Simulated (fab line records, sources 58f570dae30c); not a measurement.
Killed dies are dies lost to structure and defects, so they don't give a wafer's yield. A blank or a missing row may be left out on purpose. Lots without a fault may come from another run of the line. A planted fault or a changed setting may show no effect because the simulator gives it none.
Chamber matching | flow berkeley_cmos170 | UCB170_V2_CMP_02 on cmp-01: 4 sister chambers
The step polishes SiO2. 4 wafers are shown with their chamber, then 7 later ones without.

WAFERS WITH THEIR CHAMBER
wafer  | chamber | motor_current_A (A)
L529.3 | 3       | 15.0
L529.5 | 0       | 19.0
L544.1 | 1       | 18.3
L544.4 | 2       | 16.0

WAFERS WITHOUT THEIR CHAMBER
wafer  | motor_current_A (A)
L544.5 | 17.4
L548.1 | 19.4
L548.2 | 15.3
L548.4 | 15.9
L546.1 | 16.3
L546.2 | 14.6
L546.5 | 16.0

WHICH CHAMBER EACH WENT THROUGH
wafer  | from the rows above          | in truth
L544.5 | can't be placed: 1 or 2 or 0 | 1
L548.1 | can't be placed: 0 or 1      | 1
L548.2 | can't be placed: 3 or 2      | 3
L548.4 | can't be placed: 2 or 3      | 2
L546.1 | 2                            | 2
L546.2 | 3                            | 3
L546.5 | 2                            | 2
Placed correctly: 3 of 7. Can't be placed from these rows: 4 (the true chamber is among the candidates in 4). Placed wrongly: 0.
How it was worked out, from the rows above alone: a wafer's distance from a chamber is the root of the sum, over the readings, of the square of ((its reading less the chamber's mean) divided by the reading's scatter). The wafer belongs to the nearest chamber; if the next one is less than 2 further off, it can't be placed. A chamber's mean is the mean of its shown wafers. The scatter: with one shown wafer a chamber, the root of the mean of the squares of how far each hidden wafer lies from its nearest shown one.
